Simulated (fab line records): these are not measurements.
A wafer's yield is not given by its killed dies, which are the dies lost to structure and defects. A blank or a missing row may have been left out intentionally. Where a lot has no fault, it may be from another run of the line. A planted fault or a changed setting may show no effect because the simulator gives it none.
A lot that was struck, set against a sound lot -- flow rit_cmos -- 14 out of 202 route steps
Sound: wafers L216.1, L216.4, L216.5. The struck wafers were L211.1, L211.2, L211.4. Last of all comes the cause.
Each step with rows lists, per side, the tool, then ch with its chambers, then its first start. Under that, the readings that differ: sound wafers -- struck wafers -- difference of the means -- sigmas: that difference in standard deviations of wafers without a fault.
alike: same words and numbers on both sides, and readings whose means sit less than 2 such deviations apart. not compared: any withheld reading, any reading some wafer has no value for, any bound like >300 that may hide the same value, and any number with overlapping values for which the record gives no deviation.
The two part at a step that has a row with sigmas, a row that says differs or no value, or rows on one side only. Non-overlapping numbers with no deviation appear without sigmas and do not part them. Lack of a reading on every wafer of one side parts them only where that side has two or more wafers.

RIT_GATE_STRIP_20: strips in O2, time 180 s.
  sound on plasma_asher-02 ch 0,1, day 6 07:33; struck on plasma_asher-01 ch 0,1, day 5 06:44
  alike: drypump_motor_current_A
  not compared: rf_hours_counter_h
RIT_GATE_CD_MEAS_90 targets a cd of 150 nm.
  struck on cd_sem-01, day 5 06:55; sound on cd_sem-01, day 6 07:43
  alike: cd_nm
then, 4 steps without rows for these wafers: RIT_REOX_CLEAN_00 (cleans in SC1, time 600 s); RIT_REOX_CLEAN_01 (cleans in dHF, time 30 s); RIT_REOX_CLEAN_02 (cleans in SC2, time 600 s); RIT_REOX_OXIDATION_03 (target thk 25.2 nm, ox time 5580 s).
RIT_REOX_THK_MEAS_04:
  struck on film_metro-03, day 5 10:05; sound on film_metro-03, day 6 10:46
  alike: REOX_OXIDE_THK
then, 5 steps without rows for these wafers: RIT_NLDD_HMDS_00 (prime time 60 s); RIT_NLDD_COAT_01 (resist thk 1000 nm); RIT_NLDD_SOFTBAKE_02 (time 60 s); RIT_NLDD_EXPOSE_03 (exposes mask M7, target cd 40700 nm); RIT_NLDD_PEB_04.
RIT_NLDD_DEVELOP_05: develop time 50 s.
  sound on litho_track-03 ch 0, day 6 11:00; struck on litho_track-03, day 5 10:00
  no value came back on the struck wafers for chill_plate_temp_C (C), develop_time_s (s), resist_line_temp_C (C); on the sound wafers chill_plate_temp_C (C) reads 23.00 23.05 23.01
RIT_NLDD_OVL_MEAS_06:
  struck on overlay-02, day 5 11:05; sound on overlay-01, day 6 11:47
reading,sound,struck,difference,sigmas
NLDD_OVL (nm),1.5 1.9 2.6,- - -,no value on the struck wafers,

## WHERE THEY PART
First at RIT_NLDD_DEVELOP_05; last, within this record, at RIT_NLDD_OVL_MEAS_06.

WHY: what the simulator had put in
At RIT_NLDD_DEVELOP_05, the step was skipped entirely on litho_track-03 from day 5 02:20 on. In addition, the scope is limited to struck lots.
